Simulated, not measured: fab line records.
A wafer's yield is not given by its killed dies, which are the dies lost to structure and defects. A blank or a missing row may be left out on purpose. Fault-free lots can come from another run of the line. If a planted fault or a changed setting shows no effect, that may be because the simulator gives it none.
Struck lot and sound lot, side by side -- flow berkeley cmos170 -- 14 out of 331 route steps
Sound: the wafers L294.2, L294.3, L294.4. Wafers struck: L289.2, L289.4, L289.6. The cause is given at the end.
Each step with rows lists, per side, the tool, then ch with its chambers, then its first start. Under that, the readings that differ: sound wafers -- struck wafers -- difference of the means -- sigmas: that difference in standard deviations of wafers without a fault.
alike: same words and numbers on both sides, and readings whose means sit less than 2 such deviations apart. not compared: any withheld reading, any reading some wafer has no value for, any bound like >300 that may hide the same value, and any number with overlapping values for which the record gives no deviation.
Wherever a step has rows on one side only, a row that says differs or no value, or a row with sigmas, the two part there. Numbers that don't overlap but have no deviation are shown without sigmas and don't part them. A reading missing from all wafers of one side parts the sides only when that side holds two or more wafers.

first, 1 step without rows for these wafers: UCB170_CONTACT_CLEAN_07 (cleans in SPM, time 600 s).
UCB170_CONTACT_RTA_08: time 10 s.
  sound on rtp anneal-01 ch 0, day 10 11:33; struck on rtp anneal-02 ch 0, day 9 23:46
reading,sound,struck,difference,sigmas
lamp power pct (%),22.12 22.10 22.14,22.63 22.62 22.64,+0.51,+2
  alike: wafer_temp_C_max
then, 6 steps without rows for these wafers: UCB170_CONTACT_COAT_09; UCB170_CONTACT_COAT_10 (resist thk 900 nm); UCB170_CONTACT_SOFTBAKE_11 (time 60 s); UCB170_CONTACT_EXPOSE_12 (exposes mask CONT, target cd 700 nm); UCB170_CONTACT_PEB_13; UCB170_CONTACT_DEVELOP_14 (develop time 45 s).
UCB170_CONTACT_CD_MEAS_15: the cd target is 700 nm.
  sound: cd sem-01 at day 10 14:22; struck: cd sem-01 at day 10 01:11
reading,sound,struck,difference,sigmas
cd nm (nm),697.5 697.9 697.8,699.7 702.4 701.5,+3.5,+3
UCB170_CONTACT_OVL_MEAS_16:
  sound: overlay-01 at day 10 14:28; struck: overlay-02 at day 10 01:17
  alike: CONTACT_OVL
UCB170_CONTACT_ETCH_17: etches BARC in N2/H2.
  sound on rie diel-04 ch 0,1,2, day 10 14:29; struck on rie diel-02 ch 0,3, day 10 01:19
  alike: drypump motor current A, oes product au, throttle valve pct
UCB170_CONTACT_ETCH_18: etches PSG in CHF3/CF4/Ar, stops on TiSi2, target depth 840 nm, time 195 s.
  sound: rie diel-04 ch 0,1,2; struck: rie diel-02 ch 0,3
  alike: drypump motor current A, oes product au, throttle valve pct
  not compared: rf hours counter h
UCB170_CONTACT_STRIP_19: strips in O2.
  sound on plasma asher-04 ch 0,1, day 10 14:40; struck on plasma asher-02 ch 0,1, day 10 01:29
  no value came back on the struck wafers for chamber pressure mTorr (mTorr), drypump motor current A (A), oes product au (a.u.); on the sound wafers chamber pressure mTorr (mTorr) reads 3504.0 3504.3 3499.6
reading,sound,struck,difference,sigmas
model.KrF_of_CONTACT_COAT_10.thk nm (nm),0 0 0,694.8 701.7 698.4,+698.3,
  not compared: rf hours counter h
UCB170_CONTACT_CD_MEAS_90: the cd target is 700 nm.
  sound: cd sem-01 at day 10 14:47; struck: cd sem-02 at day 10 01:37
reading,sound,struck,difference,sigmas
cd nm (nm),697.5 698.5 697.9,699.9 702.8 701.3,+3.4,+2

== WHERE THEY PART ==
Last at UCB170_CONTACT_CD_MEAS_90 as far as this record goes, first at UCB170_CONTACT_RTA_08.

WHY: what had been put in by the simulator
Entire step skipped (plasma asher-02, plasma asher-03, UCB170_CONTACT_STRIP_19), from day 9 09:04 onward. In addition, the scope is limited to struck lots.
